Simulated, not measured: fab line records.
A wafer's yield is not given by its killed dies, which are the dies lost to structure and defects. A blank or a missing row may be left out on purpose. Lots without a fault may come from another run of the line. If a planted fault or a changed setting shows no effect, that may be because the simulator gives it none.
Check for tools in common :: flow ritCmos :: Sampled: 15 lots, 45 wafers

## WHY THIS WAS OPENED
At RIT_WELLDRIVE_RS_MEAS_01 the reading NWELL_RS is flagged on 3 of 15 lots. Wafers without a fault read 275.7 ohm/sq, standard deviation 0.8.
Rule: a lot is flagged when every wafer of it that has a number lies more than 4 standard deviations from that mean, or none has a number. As for the other lots, they are considered sound.

lot: L920
measured: day 2 08:42
on: filmMetro-04
NWELL_RS (ohm/sq), wafer by wafer: 276.7 276.3 275.7
flag: 

lot: L921
measured: day 2 18:41
on: filmMetro-04
NWELL_RS (ohm/sq), wafer by wafer: 275.4 275.6 276.0
flag: 

lot: L922
measured: day 2 18:41
on: filmMetro-02
NWELL_RS (ohm/sq), wafer by wafer: 276.7 276.9 276.5
flag: 

lot: L923
measured: day 3 00:25
on: filmMetro-02
NWELL_RS (ohm/sq), wafer by wafer: 275.9 274.5 275.4
flag: 

lot: L924
measured: day 3 05:44
on: filmMetro-04
NWELL_RS (ohm/sq), wafer by wafer: 274.7 275.7 275.1
flag: 

lot: L925
measured: day 3 09:17
on: filmMetro-04
NWELL_RS (ohm/sq), wafer by wafer: 273.1 274.3 274.0
flag: 

lot: L926
measured: day 3 12:26
on: filmMetro-02
NWELL_RS (ohm/sq), wafer by wafer: 277.0 276.5 276.8
flag: 

lot: L927
measured: day 3 16:35
on: filmMetro-01
NWELL_RS (ohm/sq), wafer by wafer: 273.8 275.2 274.0
flag: 

lot: L928
measured: day 3 21:46
on: filmMetro-04
NWELL_RS (ohm/sq), wafer by wafer: 301.5 302.0 301.6
flag: FLAGGED

lot: L929
measured: day 4 04:13
on: filmMetro-04
NWELL_RS (ohm/sq), wafer by wafer: 301.0 301.1 300.3
flag: FLAGGED

lot: L930
measured: day 4 10:55
on: filmMetro-01
NWELL_RS (ohm/sq), wafer by wafer: 300.2 300.0 300.3
flag: FLAGGED

lot: L938
measured: day 6 08:07
on: filmMetro-04
NWELL_RS (ohm/sq), wafer by wafer: 275.5 276.1 275.5
flag: 

lot: L939
measured: day 6 11:15
on: filmMetro-01
NWELL_RS (ohm/sq), wafer by wafer: 276.9 275.9 276.8
flag: 

lot: L940
measured: day 6 11:16
on: filmMetro-02
NWELL_RS (ohm/sq), wafer by wafer: 275.3 275.7 276.2
flag: 

lot: L942
measured: day 7 01:07
on: filmMetro-01
NWELL_RS (ohm/sq), wafer by wafer: 274.7 275.8 274.2
flag: 
On average the flagged lots' numbers are 300.9 ohm/sq, which is +25.2 ohm/sq against the usual, or +31 standard deviations.

## TOOL THAT RAN EACH LOT
The record keeps 1 process step preceding the reading, out of 202 steps on the route. Read each cell as the tool, then ch plus the chambers that the sampled wafers visited, then the start.
lot: L920
flag: 
RIT_WELLDRIVE_ANNEAL_00: furnace-04 ch 0, day 2 03:36

lot: L921
flag: 
RIT_WELLDRIVE_ANNEAL_00: furnace-01 ch 0, day 2 13:35

lot: L922
flag: 
RIT_WELLDRIVE_ANNEAL_00: furnace-01 ch 0, day 2 13:35

lot: L923
flag: 
RIT_WELLDRIVE_ANNEAL_00: furnace-04 ch 0, day 2 19:19

lot: L924
flag: 
RIT_WELLDRIVE_ANNEAL_00: furnace-04 ch 0, day 3 00:39

lot: L925
flag: 
RIT_WELLDRIVE_ANNEAL_00: furnace-03 ch 0, day 3 04:11

lot: L926
flag: 
RIT_WELLDRIVE_ANNEAL_00: furnace-01 ch 0, day 3 07:18

lot: L927
flag: 
RIT_WELLDRIVE_ANNEAL_00: furnace-04 ch 0, day 3 11:28

lot: L928
flag: FLAGGED
RIT_WELLDRIVE_ANNEAL_00: furnace-04 ch 0, day 3 16:41

lot: L929
flag: FLAGGED
RIT_WELLDRIVE_ANNEAL_00: furnace-04 ch 0, day 3 23:08

lot: L930
flag: FLAGGED
RIT_WELLDRIVE_ANNEAL_00: furnace-04 ch 0, day 4 05:47

lot: L938
flag: 
RIT_WELLDRIVE_ANNEAL_00: furnace-03 ch 0, day 6 02:59

lot: L939
flag: 
RIT_WELLDRIVE_ANNEAL_00: furnace-01 ch 0, day 6 06:10

lot: L940
flag: 
RIT_WELLDRIVE_ANNEAL_00: furnace-01 ch 0, day 6 06:10

lot: L942
flag: 
RIT_WELLDRIVE_ANNEAL_00: furnace-04 ch 0, day 6 20:01
These steps, and what they do:
- RIT_WELLDRIVE_ANNEAL_00: time 14700 s.
- RIT_WELLDRIVE_RS_MEAS_01: measures by four-point-probe.

## FLAGGED OVER TOTAL, TOOL BY TOOL (the gauges that took the reading come last)
step: RIT_WELLDRIVE_ANNEAL_00
tool: furnace-01
lots run: 5
flagged: 0
share of the flagged lots: none
sound lots run after its first flagged lot: -

step: RIT_WELLDRIVE_ANNEAL_00
tool: furnace-03
lots run: 2
flagged: 0
share of the flagged lots: none
sound lots run after its first flagged lot: -

step: RIT_WELLDRIVE_ANNEAL_00
tool: furnace-04
lots run: 8
flagged: 3
share of the flagged lots: all
sound lots run after its first flagged lot: 1 (L942)

step: RIT_WELLDRIVE_RS_MEAS_01
tool: filmMetro-01
lots run: 4
flagged: 1
share of the flagged lots: some
sound lots run after its first flagged lot: 2 (L939,L942)

step: RIT_WELLDRIVE_RS_MEAS_01
tool: filmMetro-02
lots run: 4
flagged: 0
share of the flagged lots: none
sound lots run after its first flagged lot: -

step: RIT_WELLDRIVE_RS_MEAS_01
tool: filmMetro-04
lots run: 7
flagged: 2
share of the flagged lots: some
sound lots run after its first flagged lot: 1 (L938)

## WHAT THE TABLE PERMITS
All flagged lots share 1 row of the table, namely furnace-04 at RIT_WELLDRIVE_ANNEAL_00.
- furnace-04 at RIT_WELLDRIVE_ANNEAL_00 ran 8 lots, 3 of them flagged. Sound lots followed the first flagged one (L942) on it, something a lasting fault affecting the whole tool could not allow. Its own readings (runLengthS) fall more than 4 standard deviations out on all wafers of the flagged lots.
None of the table's rows ran every flagged lot and, after the first, no sound lot.

## WHAT HAD BEEN PUT IN BY THE SIMULATOR
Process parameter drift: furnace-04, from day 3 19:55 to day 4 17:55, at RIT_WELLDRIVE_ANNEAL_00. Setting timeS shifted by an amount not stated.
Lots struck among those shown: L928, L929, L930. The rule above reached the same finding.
